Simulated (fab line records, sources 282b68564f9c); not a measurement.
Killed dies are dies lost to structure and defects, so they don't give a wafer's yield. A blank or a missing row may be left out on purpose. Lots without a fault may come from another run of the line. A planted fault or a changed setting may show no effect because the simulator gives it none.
Which tool did it? | flow rit_cmos | 7 lots, 21 wafers sampled, at 2 steps of a route of 202

WHAT THE GAUGES READ, wafer by wafer
RIT_PLDD_TW_MEAS_10.
lot  | measured    | on            | PLDD_TW
L867 | day 2 23:45 | film_metro-03 | 2336 2331 2331
L869 | day 3 10:59 | film_metro-02 | 2329 2326 2315
L871 | day 3 20:54 | film_metro-04 | 2343 2333 2324
L876 | day 4 20:59 | film_metro-03 | 1672 1670 1667
L883 | day 6 08:51 | film_metro-03 | 2325 2335 2333
L887 | day 7 06:19 | film_metro-03 | 2357 2330 2338
L889 | day 7 18:35 | film_metro-02 | 2321 2313 2324

WHICH TOOL RAN EACH LOT (tool, then ch and the chambers of the sampled wafers, then the start)
lot  | RIT_PLDD_IMPLANT_08
L867 | implanter-02 ch 0, day 2 23:26
L869 | implanter-03 ch 0, day 3 10:39
L871 | implanter-03 ch 0, day 3 20:34
L876 | implanter-02 ch 0, day 4 20:40
L883 | implanter-01 ch 0, day 6 08:32
L887 | implanter-03 ch 0, day 7 06:00
L889 | implanter-03 ch 0, day 7 18:18
- RIT_PLDD_IMPLANT_08

THE ANSWER, worked out from the rows above alone
Rule: what is usual is taken from the lots themselves. Put in order of their means at a reading, lots are off if they are a third of the lots or fewer, leave a main group of 4 or more, and stand apart from it by a gap of 3 or more times the standard deviation of the main group's means; of several such gaps the widest counts. A main group whose means are all the same, to the digits that the tables above print for the reading, isn't used. A lot without any number at a reading at which 4 lots or more have one is off too. The other lots that the step has rows for count as sound.
Off: L876, at RIT_PLDD_TW_MEAS_10 (PLDD_TW). The main group: mean 2330, standard deviation 7.2.
A tool fits if, at a process step before that reading, it ran every lot that is off, and no sound lot after the first of them. The gauges at RIT_PLDD_TW_MEAS_10 are tried like those tools. One fits: implanter-02 at RIT_PLDD_IMPLANT_08. Its last sound lot is L867 (day 2 23:26), its first lot that is off L876 (day 4 20:40): a fault that began between those two fits.

WHAT THE SIMULATOR HAD PUT IN
Process parameter drift: implanter-02, from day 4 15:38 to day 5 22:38, at RIT_PLDD_IMPLANT_08. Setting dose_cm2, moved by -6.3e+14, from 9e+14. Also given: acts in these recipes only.
Lots struck among those shown: L876. The rule above found the same.
